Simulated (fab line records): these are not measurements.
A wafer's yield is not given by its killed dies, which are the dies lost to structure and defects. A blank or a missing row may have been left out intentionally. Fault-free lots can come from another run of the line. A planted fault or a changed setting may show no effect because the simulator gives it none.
Split-lot experiment || flow rit-cmos || route with 202 steps; 5 lots, 23 wafers read

ON THE SPLIT
At RIT_NSD_SOFTBAKE_02 (time 60 s), the setting temp-c was moved away from the recipe's 90 C on 8 of the 23 wafers read, by +2.1% to +3.6%. All remaining wafers had this setting at the recipe value.

The split's own step is where the reading is taken.

THE READING
NOVOLAK_of_NSD_COAT_01.thk-nm (the simulator's own value, which no gauge read), in nm, at RIT_NSD_SOFTBAKE_02 (time 60 s). No usual value for it is given in the file. Here, 15 wafers ran the recipe; their average is 1003.3 nm with a standard deviation of 3.1 nm.

{"wafer": "L077.2", "tool, chamber at the split": "litho-track-03, 0", "temp-c as run, C": 90, "against the recipe": "recipe", "NOVOLAK_of_NSD_COAT_01.thk-nm, nm": 998.5, "against lot-mates on the recipe": "-"}
{"wafer": "L077.3", "tool, chamber at the split": "litho-track-03, 0", "temp-c as run, C": 91.9, "against the recipe": "+2.1%", "NOVOLAK_of_NSD_COAT_01.thk-nm, nm": 992.5, "against lot-mates on the recipe": -7.2}
{"wafer": "L077.4", "tool, chamber at the split": "litho-track-03, 0", "temp-c as run, C": 91.9, "against the recipe": "+2.1%", "NOVOLAK_of_NSD_COAT_01.thk-nm, nm": 995.7, "against lot-mates on the recipe": -4.0}
{"wafer": "L077.5", "tool, chamber at the split": "litho-track-03, 0", "temp-c as run, C": 90, "against the recipe": "recipe", "NOVOLAK_of_NSD_COAT_01.thk-nm, nm": 1001, "against lot-mates on the recipe": "-"}
{"wafer": "L077.6", "tool, chamber at the split": "litho-track-03, 0", "temp-c as run, C": 91.9, "against the recipe": "+2.1%", "NOVOLAK_of_NSD_COAT_01.thk-nm, nm": 998.8, "against lot-mates on the recipe": -1.0}
{"wafer": "L079.1", "tool, chamber at the split": "litho-track-04, 0", "temp-c as run, C": 90, "against the recipe": "recipe", "NOVOLAK_of_NSD_COAT_01.thk-nm, nm": 1000, "against lot-mates on the recipe": "-"}
{"wafer": "L079.3", "tool, chamber at the split": "litho-track-04, 0", "temp-c as run, C": 92.43, "against the recipe": "+2.7%", "NOVOLAK_of_NSD_COAT_01.thk-nm, nm": 994.6, "against lot-mates on the recipe": -5.9}
{"wafer": "L079.4", "tool, chamber at the split": "litho-track-04, 0", "temp-c as run, C": 92.43, "against the recipe": "+2.7%", "NOVOLAK_of_NSD_COAT_01.thk-nm, nm": 994.4, "against lot-mates on the recipe": -6.1}
{"wafer": "L079.5", "tool, chamber at the split": "litho-track-04, 0", "temp-c as run, C": 92.43, "against the recipe": "+2.7%", "NOVOLAK_of_NSD_COAT_01.thk-nm, nm": 992.9, "against lot-mates on the recipe": -7.6}
{"wafer": "L079.6", "tool, chamber at the split": "litho-track-04, 0", "temp-c as run, C": 90, "against the recipe": "recipe", "NOVOLAK_of_NSD_COAT_01.thk-nm, nm": 1001, "against lot-mates on the recipe": "-"}
{"wafer": "L082.1", "tool, chamber at the split": "litho-track-04, 0", "temp-c as run, C": 90, "against the recipe": "recipe", "NOVOLAK_of_NSD_COAT_01.thk-nm, nm": 1008, "against lot-mates on the recipe": "-"}
{"wafer": "L082.3", "tool, chamber at the split": "litho-track-04, 0", "temp-c as run, C": 90, "against the recipe": "recipe", "NOVOLAK_of_NSD_COAT_01.thk-nm, nm": 1006, "against lot-mates on the recipe": "-"}
{"wafer": "L082.5", "tool, chamber at the split": "litho-track-04, 0", "temp-c as run, C": 90, "against the recipe": "recipe", "NOVOLAK_of_NSD_COAT_01.thk-nm, nm": 1006, "against lot-mates on the recipe": "-"}
{"wafer": "L082.4", "tool, chamber at the split": "litho-track-04, 0", "temp-c as run, C": 90, "against the recipe": "recipe", "NOVOLAK_of_NSD_COAT_01.thk-nm, nm": 1007, "against lot-mates on the recipe": "-"}
{"wafer": "L082.6", "tool, chamber at the split": "litho-track-04, 0", "temp-c as run, C": 90, "against the recipe": "recipe", "NOVOLAK_of_NSD_COAT_01.thk-nm, nm": 1007, "against lot-mates on the recipe": "-"}
{"wafer": "L083.4", "tool, chamber at the split": "litho-track-03, 0", "temp-c as run, C": 90, "against the recipe": "recipe", "NOVOLAK_of_NSD_COAT_01.thk-nm, nm": 1003, "against lot-mates on the recipe": "-"}
{"wafer": "L083.5", "tool, chamber at the split": "litho-track-03, 0", "temp-c as run, C": 90, "against the recipe": "recipe", "NOVOLAK_of_NSD_COAT_01.thk-nm, nm": 1006, "against lot-mates on the recipe": "-"}
{"wafer": "L083.6", "tool, chamber at the split": "litho-track-03, 0", "temp-c as run, C": 90, "against the recipe": "recipe", "NOVOLAK_of_NSD_COAT_01.thk-nm, nm": 1004, "against lot-mates on the recipe": "-"}
{"wafer": "L084.2", "tool, chamber at the split": "litho-track-02, 0", "temp-c as run, C": 90, "against the recipe": "recipe", "NOVOLAK_of_NSD_COAT_01.thk-nm, nm": 999.5, "against lot-mates on the recipe": "-"}
{"wafer": "L084.3", "tool, chamber at the split": "litho-track-02, 0", "temp-c as run, C": 93.2, "against the recipe": "+3.6%", "NOVOLAK_of_NSD_COAT_01.thk-nm, nm": 991.9, "against lot-mates on the recipe": -8.6}
{"wafer": "L084.4", "tool, chamber at the split": "litho-track-02, 0", "temp-c as run, C": 90, "against the recipe": "recipe", "NOVOLAK_of_NSD_COAT_01.thk-nm, nm": 1001, "against lot-mates on the recipe": "-"}
{"wafer": "L084.6", "tool, chamber at the split": "litho-track-02, 0", "temp-c as run, C": 90, "against the recipe": "recipe", "NOVOLAK_of_NSD_COAT_01.thk-nm, nm": 1001, "against lot-mates on the recipe": "-"}
{"wafer": "L084.5", "tool, chamber at the split": "litho-track-02, 0", "temp-c as run, C": 93.2, "against the recipe": "+3.6%", "NOVOLAK_of_NSD_COAT_01.thk-nm, nm": 991.8, "against lot-mates on the recipe": -8.7}

THE FIT
A straight line over all 23 wafers: NOVOLAK_of_NSD_COAT_01.thk-nm changes by -3.37 nm for each +1% of temp-c; r = -0.86; the points scatter about the line by 2.8 nm.
The same after taking each lot's own level away (the mean of its wafers on the recipe; 23 wafers): -2.34 nm for each +1%; r = -0.93; scatter 1.3 nm.
The reading moves by 8.3 nm for the largest change in temp-c, on that fit.
Measured against the standard deviation above, the lots' own levels, which go from 999.75 to 1006.80 nm, span 2.3 times it.
In other words, the slope is changed by the lot-to-lot level; the two fits disagree.
Check: for one of the wafers moved furthest among these (+3.6%), held out of the fit, the line's prediction against its lot-mates is -8.16 nm. It came out at -8.6 nm against them.

OTHER SPLITS ON THESE WAFERS
Before the reading, these wafers also passed through other splits. Each is held against what the fit with the lots' levels taken away leaves over:
{"other split on the same wafers": "RIT_ACTIVE_COAT_06 spin-rpm", "wafers away from the commonest value": 7, "r with NOVOLAK_of_NSD_COAT_01.thk-nm (lot level and that fit taken away)": "+0.05"}
{"other split on the same wafers": "RIT_ACTIVE_SOFTBAKE_07 time-s", "wafers away from the commonest value": 6, "r with NOVOLAK_of_NSD_COAT_01.thk-nm (lot level and that fit taken away)": -0.06}
{"other split on the same wafers": "RIT_NWELL_COAT_01 resist-thk-nm", "wafers away from the commonest value": 6, "r with NOVOLAK_of_NSD_COAT_01.thk-nm (lot level and that fit taken away)": -0.25}
{"other split on the same wafers": "RIT_NWELL_IMPLANT_08 energy-kev", "wafers away from the commonest value": 4, "r with NOVOLAK_of_NSD_COAT_01.thk-nm (lot level and that fit taken away)": "+0.12"}
{"other split on the same wafers": "RIT_PWELL_IMPLANT_08 dose-cm2", "wafers away from the commonest value": 6, "r with NOVOLAK_of_NSD_COAT_01.thk-nm (lot level and that fit taken away)": -0.14}
{"other split on the same wafers": "RIT_NRETRO_IMPLANT_08 energy-kev", "wafers away from the commonest value": 8, "r with NOVOLAK_of_NSD_COAT_01.thk-nm (lot level and that fit taken away)": -0.37}
{"other split on the same wafers": "RIT_PRETRO_COAT_01 spin-rpm", "wafers away from the commonest value": 6, "r with NOVOLAK_of_NSD_COAT_01.thk-nm (lot level and that fit taken away)": -0.13}
{"other split on the same wafers": "RIT_GATE_CVD_08 pressure-mtorr", "wafers away from the commonest value": 18, "r with NOVOLAK_of_NSD_COAT_01.thk-nm (lot level and that fit taken away)": -0.07}
{"other split on the same wafers": "RIT_GATE_DEVELOP_15 dev-temp-c", "wafers away from the commonest value": 9, "r with NOVOLAK_of_NSD_COAT_01.thk-nm (lot level and that fit taken away)": "+0.13"}
{"other split on the same wafers": "RIT_PLDD_COAT_01 resist-thk-nm", "wafers away from the commonest value": 7, "r with NOVOLAK_of_NSD_COAT_01.thk-nm (lot level and that fit taken away)": "+0.19"}
{"other split on the same wafers": "RIT_PLDD_STRIP_09 o2-flow-sccm", "wafers away from the commonest value": 8, "r with NOVOLAK_of_NSD_COAT_01.thk-nm (lot level and that fit taken away)": -0.01}

THE FILE'S OWN FIT
NOVOLAK_of_NSD_COAT_01.thk-nm changes by -2.33 nm for each +1% of temp-c, r = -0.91.
